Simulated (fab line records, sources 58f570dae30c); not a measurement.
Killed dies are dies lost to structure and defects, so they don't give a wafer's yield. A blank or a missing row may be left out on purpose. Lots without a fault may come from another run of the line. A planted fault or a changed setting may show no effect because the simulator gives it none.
Which tool did it? | flow berkeley_cmos170 | 6 lots, 18 wafers sampled, at 2 steps of a route of 331

WHAT THE GAUGES READ, wafer by wafer
UCB170_M1_CD_MEAS_90: target cd 700 nm.
lot  | measured     | on        | cd_nm (nm)
L423 | day 7 06:56  | cd_sem-01 | 702.0 699.9 699.8
L426 | day 7 22:25  | cd_sem-02 | 703.0 701.6 700.4
L427 | day 8 00:37  | cd_sem-02 | 700.7 701.3 699.5
L428 | day 8 17:37  | cd_sem-02 | 702.5 700.1 699.8
L440 | day 10 12:47 | cd_sem-02 | 703.7 703.1 701.5
L443 | day 11 03:25 | cd_sem-01 | 703.0 699.6 700.7

WHICH TOOL RAN EACH LOT (tool, then ch and the chambers of the sampled wafers, then the start)
lot  | UCB170_M1_METAL_ETCH_12
L423 | rie_metal-01 ch 1, day 7 06:36
L426 | rie_metal-01 ch 1, day 7 22:10
L427 | rie_metal-02 ch 1, day 8 00:23
L428 | rie_metal-01 ch 0,1, day 8 17:22
L440 | rie_metal-02 ch 0,1, day 10 12:33
L443 | rie_metal-02 ch 0,1, day 11 03:11
- UCB170_M1_METAL_ETCH_12: etches Al in Cl2/BCl3, stops on PSG, target depth 780 nm, time 130 s.

THE ANSWER, worked out from the rows above alone
Rule: what is usual is taken from the lots themselves. Put in order of their means at a reading, lots are off if they are a third of the lots or fewer, leave a main group of 4 or more, and stand apart from it by a gap of 3 or more times the standard deviation of the main group's means; of several such gaps the widest counts. A main group whose means are all the same, to the digits that the tables above print for the reading, isn't used. A lot without any number at a reading at which 4 lots or more have one is off too. The other lots that the step has rows for count as sound.
No lot is off at any reading shown: from this, nothing can be told.

WHAT THE SIMULATOR HAD PUT IN
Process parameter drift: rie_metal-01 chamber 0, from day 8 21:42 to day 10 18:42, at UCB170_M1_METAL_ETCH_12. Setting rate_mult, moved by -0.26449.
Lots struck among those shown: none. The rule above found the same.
